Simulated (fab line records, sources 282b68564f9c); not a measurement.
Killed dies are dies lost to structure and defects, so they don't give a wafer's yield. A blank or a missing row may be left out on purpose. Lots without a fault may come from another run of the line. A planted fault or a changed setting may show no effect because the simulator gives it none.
fab line records | flow rit_cmos | part 2 of 2: steps 35 to 48 of 48
record lots=5 wafers=15 last_day=5
route steps=202 shown FOX2@23 NWELL@28 PWELL@39 WELLDRIVE@50 NRETRO@53 PRETRO@64
lots that met no fault: from a run of the same line without faults
start_h: hours from the record's first day to the start of the lot's first wafer shown | wait_h: hours since the lot's step before | " the same as in the row above | L1.1+2: a row that stands for several wafers | - no value, or no start given | * or withheld: withheld | < > ~ a bound
route shown NAME@n: a module of which the file shows steps, and the number in the route of the first | usual: mean/standard deviation of fault-free wafers | same: alike in all rows | chamber/n: place in a boat | sites: the reading at each site | _std_site: their standard deviation | _edge_site: outer sites' mean less inner sites' | radius_mm: how far each site lies from the wafer's centre | mask NAME#n: copy n | behind: the tool/chamber that last shaped the wafer | hold: why the lot was held/for how many hours/how that ended | device: the transistor (n, p or np) that didn't switch | end of line: the same wafers' tests at the end of the route | a step without rows: its recipe alone | killed: dies lost to structure and defects at the first sort, not the wafer's yield | map: a wafer's dies, x killed, . not, _ none there
set.NAME: the setting as run; set.NAME@STEP: as run at that earlier step | model.NAME: the simulator's own value behind a step, which no gauge read
lots at some steps of the route; a table a step, a row a wafer
services: from which hour (start_h, from the record's first day; less than 0 if before it) a tool's chamber was out of use, for how many hours, and why
## steps
# step RIT_NRETRO_PEB_04
# recipe resist=NOVOLAK temp_c=withheld time_s=withheld
# columns lot.wafer tool chamber start_h wait_h
L075.1+4+6 litho_track-02 0 33.64 0.1
L078.1+3+4 litho_track-01 0 49.53 0.1
L079.2+3+5 litho_track-04 0 54.14 0.1
L083.1+3+4 litho_track-01 0 74.44 0.1
L085.3+4+5 litho_track-01 0 85.76 0.1
# step RIT_NRETRO_DEVELOP_05
# recipe resist=NOVOLAK develop_time_s=68 dev_temp_c=23
# columns lot.wafer tool chamber start_h wait_h
L075.1+4+6 litho_track-02 0 - -
L078.1+3+4 litho_track-01 0 - -
L079.2+3+5 litho_track-04 0 - -
L083.1+3+4 litho_track-01 0 - -
L085.3+4+5 litho_track-01 0 - -
# step RIT_NRETRO_OVL_MEAS_06
# usual NRETRO_OVL=-0.4/1.3
# columns lot.wafer tool chamber start_h wait_h NRETRO_OVL[nm]
L075.1 overlay-02 - 33.95 - 2.4
L075.4 " - " " 1.3
L075.6 " - " " 1.1
L078.1 overlay-01 - 49.84 - -0.8
L078.3 " - " " 0.1
L078.4 " - " " 0.1
L079.2 overlay-02 - 54.43 - -1.7
L079.3 " - " " -1.4
L079.5 " - " " -1.2
L083.1 overlay-02 - 74.75 - 0.0
L083.3 " - " " -0.4
L083.4 " - " " -0.4
L085.3 overlay-02 - 86.04 - -0.8
L085.4 " - " " -0.7
L085.5 " - " " -1.3
# step RIT_NRETRO_HARDBAKE_07
# recipe resist=NOVOLAK temp_c=140 time_s=120
# columns lot.wafer tool chamber start_h wait_h
L075.1+4+6 litho_track-01 0 34.04 0.1
L078.1+3+4 litho_track-02 0 49.88 0.0
L079.2+3+5 litho_track-02 0 54.50 0.1
L083.1+3+4 litho_track-01 0 74.79 0.0
L085.3+4+5 litho_track-01 0 86.15 0.1
# step RIT_NRETRO_IMPLANT_08
# recipe species=P energy_kev=70 dose_cm2=1e+13 tilt_deg=7
# usual end_station_pressure_torr=4.99e-06/2.7e-07
# same implant_ion_amu=31
# columns lot.wafer tool chamber start_h wait_h end_station_pressure_torr
L075.1 implanter-04 0 34.29 0.2 5.34e-06
L075.4 " 0 " " 4.95e-06
L075.6 " 0 " " 4.93e-06
L078.1 implanter-04 0 50.13 0.2 5.36e-06
L078.3 " 0 " " 5.37e-06
L078.4 " 0 " " 5.41e-06
L079.2 implanter-04 0 54.74 0.2 4.64e-06
L079.3 " 0 " " 4.99e-06
L079.5 " 0 " " 5.04e-06
L083.1 implanter-01 0 75.04 0.2 4.98e-06
L083.3 " 0 " " 4.95e-06
L083.4 " 0 " " 5.09e-06
L085.3 implanter-04 0 86.36 0.2 4.26e-06
L085.4 " 0 " " 4.56e-06
L085.5 " 0 " " 4.86e-06
# step RIT_NRETRO_STRIP_09
# recipe chemistry=O2 time_s=180 resist=NOVOLAK platen_temp_c=withheld power_w=500 pressure_mtorr=4000 o2_flow_sccm=4000
# usual drypump_motor_current_A=5.6/0.56
# columns lot.wafer tool chamber start_h wait_h drypump_motor_current_A rf_hours_counter_h
L075.1 plasma_asher-03 0 34.44 0.1 6.3 37
L075.4 " 0 " " 6.3 -
L075.6 " 0 " " 6.3 -
L078.1 plasma_asher-02 0 50.28 0.1 5.3 40
L078.3 " 0 " " 5.3 -
L078.4 " 1 " " 6.2 -
L079.2 plasma_asher-02 0 54.86 0.1 5.3 41
L079.3 " 0 " " 5.3 -
L079.5 " 1 " " 6.2 -
L083.1 plasma_asher-02 0 75.19 0.1 5.3 43
L083.3 " 0 " " 5.3 -
L083.4 " 1 " " 6.2 -
L085.3 plasma_asher-03 1 86.52 0.1 5.0 -
L085.4 " 0 " " 6.3 -
L085.5 " 0 " " 6.3 -
# step RIT_NRETRO_TW_MEAS_10
# usual NRETRO_TW=1052/9.6
# columns lot.wafer tool chamber start_h wait_h NRETRO_TW
L075.1 film_metro-03 - 34.62 0.1 1034
L075.4 " - " " 1037
L075.6 " - " " 1036
L078.1 film_metro-01 - 50.45 0.1 1055
L078.3 " - " " 1049
L078.4 " - " " 1054
L079.2 film_metro-02 - 55.05 0.1 1059
L079.3 " - " " 1060
L079.5 " - " " 1062
L083.1 film_metro-02 - 75.36 0.1 1056
L083.3 " - " " 1060
L083.4 " - " " 1063
L085.3 film_metro-03 - 86.66 0.1 1036
L085.4 " - " " 1045
L085.5 " - " " 1045
# step RIT_PRETRO_HMDS_00
# recipe prime_time_s=60 prime_temp_c=140
# usual prime_temp_c=139.97/0.13
# columns lot.wafer tool chamber start_h wait_h prime_temp_c
L075.1 litho_track-03 0 34.68 0.1 140.00
L075.4 " 0 " " 140.12
L075.6 " 0 " " 139.90
L078.1 litho_track-03 0 50.51 0.1 140.00
L078.3 " 0 " " 140.02
L078.4 " 0 " " 140.01
L079.2 litho_track-03 0 55.12 0.1 140.08
L079.3 " 0 " " 139.87
L079.5 " 0 " " 139.86
L083.1 litho_track-01 0 75.42 0.1 139.70
L083.3 " 0 " " 139.70
L083.4 " 0 " " 139.90
L085.3 litho_track-01 0 86.75 0.1 139.93
L085.4 " 0 " " 139.97
L085.5 " 0 " " 140.10
# step RIT_PRETRO_COAT_01
# recipe resist=NOVOLAK spin_rpm=2000 resist_thk_nm=1300
# columns lot.wafer tool chamber start_h wait_h
L075.1+4+6 litho_track-03 0 34.83 0.1
L078.1+3+4 litho_track-03 0 50.66 0.1
L079.2+3+5 litho_track-03 0 55.27 0.1
L083.1+3+4 litho_track-01 0 75.57 0.1
L085.3+4+5 litho_track-01 0 86.90 0.1
# step RIT_PRETRO_SOFTBAKE_02
# recipe resist=NOVOLAK temp_c=90 time_s=60
# columns lot.wafer tool chamber start_h wait_h
L075.1+4+6 litho_track-03 0 34.98 0.1
L078.1+3+4 litho_track-03 0 50.81 0.1
L079.2+3+5 litho_track-03 0 55.42 0.1
L083.1+3+4 litho_track-01 0 75.72 0.1
L085.3+4+5 litho_track-01 0 87.05 0.1
# step RIT_PRETRO_EXPOSE_03
# recipe mask_id=M5 na=0.57 target_cd_nm=43700 dose_mj=250
# columns lot.wafer tool chamber start_h wait_h mask
L075.1+4+6 iline_stepper-01 0 35.25 0.2 M5#0
L078.1+3+4 iline_stepper-01 0 50.96 0.1 M5#0
L079.2+3+5 iline_stepper-02 0 55.69 0.2 M5#0
L083.1+3+4 iline_stepper-01 0 76.00 0.2 M5#0
L085.3+4+5 iline_stepper-01 0 87.19 0.1 M5#0
# step RIT_PRETRO_PEB_04
# recipe resist=NOVOLAK temp_c=withheld time_s=withheld
# columns lot.wafer tool chamber start_h wait_h
L075.1+4+6 litho_track-01 0 35.37 0.1
L078.1+3+4 litho_track-04 0 51.08 0.1
L079.2+3+5 litho_track-01 0 55.81 0.1
L083.1+3+4 litho_track-03 0 76.11 0.1
L085.3+4+5 litho_track-04 0 87.31 0.1
# step RIT_PRETRO_DEVELOP_05
# recipe resist=NOVOLAK develop_time_s=68 dev_temp_c=23
# columns lot.wafer tool chamber start_h wait_h
L075.1+4+6 litho_track-01 0 - -
L078.1+3+4 litho_track-04 0 - -
L079.2+3+5 litho_track-01 0 - -
L083.1+3+4 litho_track-03 0 - -
L085.3+4+5 litho_track-04 0 - -
# step RIT_PRETRO_OVL_MEAS_06
# usual PRETRO_OVL=-1.2/1.2
# columns lot.wafer tool chamber start_h wait_h PRETRO_OVL[nm]
L075.1 overlay-01 - 35.68 - -0.2
L075.4 " - " " -1.5
L075.6 " - " " -0.8
L078.1 overlay-02 - 51.39 - 0.1
L078.3 " - " " -1.8
L078.4 " - " " 0.4
L079.2 overlay-02 - 56.11 - -3.2
L079.3 " - " " -3.5
L079.5 " - " " -4.2
L083.1 overlay-01 - 76.43 - 0.0
L083.3 " - " " -1.7
L083.4 " - " " -0.8
L085.3 overlay-01 - 87.59 - -0.3
L085.4 " - " " -1.0
L085.5 " - " " 0.1
## services
# columns tool chamber start_h hours kind
implanter-04 - -0.24 3.9 repair
plasma_asher-02 - 2.93 2.1 repair
furnace-03 - 3.94 4.5 pm
wet_bench-01 - 7.91 1.9 pm
furnace-02 - 9.19 3.5 pm
plasma_asher-03 - 11.19 8.2 pm
iline_stepper-02 - 16.91 0.6 repair
plasma_asher-04 - 39.45 0.6 repair
implanter-01 - 42.32 1.7 repair
implanter-03 - 45.40 3.8 pm
implanter-04 - 63.70 2.8 pm
furnace-01 - 65.04 3.2 pm
implanter-02 - 67.56 1.7 repair
plasma_asher-01 - 73.99 2.6 repair
furnace-02 - 74.89 57.7 pm
iline_stepper-02 - 78.97 5.7 repair
implanter-02 - 86.41 3.6 repair
